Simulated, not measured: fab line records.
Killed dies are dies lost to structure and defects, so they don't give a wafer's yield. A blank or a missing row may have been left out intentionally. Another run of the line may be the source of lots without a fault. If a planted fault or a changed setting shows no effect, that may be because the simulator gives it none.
The same fault as seen by 2 desks | flow berkeley cmos170 | numbers are kept per desk, each desk with only its own; the story behind them comes last

## THE METROLOGY DESK
What the gauges read, lot by lot, whatever tool the lot ran on: means of the sampled wafers that have a number. Marked OUT: a lot whose mean sits more than 4 standard deviations from the usual mean, which makes it out of limits; the brackets give that distance.
Columns: A = GATE_POLY_THK at UCB170_GATE_THK_MEAS_05, usual 213.1 nm; B = cd nm at UCB170_PLDD_CD_MEAS_06, usual 1199.2 nm; C = SPACER_TEOS_THK at UCB170_SPACER_THK_MEAS_01, usual 376 nm; D = PSD_TW at UCB170_PSD_TW_MEAS_10, usual 2318
lot  | first seen here | A     | B      | C              | D
L494 | day 5 11:20     | 212.1 | 1200.3 | 376            | 2341
L496 | day 6 01:52     | 212.1 | 1198.5 | 376            | 2345
L498 | day 6 17:13     | 214.3 | 1198.3 | 377            | 2321
L499 | day 7 04:11     | 214.2 | 1198.1 | 347 (-5.3) OUT | 2314
L502 | day 7 04:11     | 214.9 | 1199.7 | 377            | 2327
L507 | day 8 10:25     | 211.7 | 1197.7 | 370            | 2341
L508 | day 9 12:47     | 212.1 | 1198.9 | 378            | 2293
L510 | day 9 12:48     | 212.0 | 1200.6 | 376            | 2296
L509 | day 9 12:50     | 212.7 | 1200.4 | 375            | 2295
L512 | day 10 01:16    | 215.6 | 1198.1 | 377            | 2291
L514 | day 10 01:17    | 213.1 | 1199.5 | 376            | 2345
L513 | day 10 01:19    | 211.4 | 1200.6 | 373            | 2291
L515 | day 10 14:28    | 212.2 | 1199.8 | 379            | 2342
This desk's result: L499 out of limits, first on L499 (SPACER_TEOS_THK at UCB170_SPACER_THK_MEAS_01), day 7 11:11. Within limits: L494, L496, L498, L502, L507, L508, L510, L509, L512, L514, L513, L515.

## AT THE TOOL OWNER'S DESK: pecvd-04
The tool's own readings at UCB170_SPACER_CVD_00 (deposits SiO2 from TEOS/O2, target thk 376 nm, time 47 s): means of the sampled wafers that have a number, for each lot that ran on this tool. Marked OUT: a lot whose mean sits more than 4 standard deviations from the usual mean, which makes it out of limits; the brackets give that distance.
Columns: A = heater power w at UCB170_SPACER_CVD_00, usual 259 W; B = susceptor temp C at UCB170_SPACER_CVD_00, usual 389.96 C
lot  | first seen here | A   | B
L494 | day 5 19:19     | 263 | 389.94
L496 | day 6 10:04     | 253 | 390.02
L499 | day 7 11:08     | 248 | 389.87
L508 | day 9 22:32     | 268 | 390.05
L509 | day 9 23:35     | 223 | 390.10
L512 | day 10 06:20    | 280 | 389.81
L513 | day 10 07:17    | 257 | 389.67
This desk found nothing out of limits on any of the 7 lots.

## ALL TOGETHER
The metrology desk could have raised an alarm at day 7 11:11, on L499.
Nothing out of limits was seen by the tool owner's desk.
Tool owner's desk: L499 on record, inside its limits.
Of the lots named, all ran UCB170_SPACER_CVD_00 on pecvd-04.

## WHAT HAD BEEN PUT IN BY THE SIMULATOR
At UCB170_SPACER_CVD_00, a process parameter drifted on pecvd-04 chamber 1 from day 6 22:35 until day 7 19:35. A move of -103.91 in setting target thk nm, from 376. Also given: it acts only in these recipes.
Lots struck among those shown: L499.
Per desk, hours elapsed from the start of the fault to the first reading out of limits: for the metrology desk, 13.
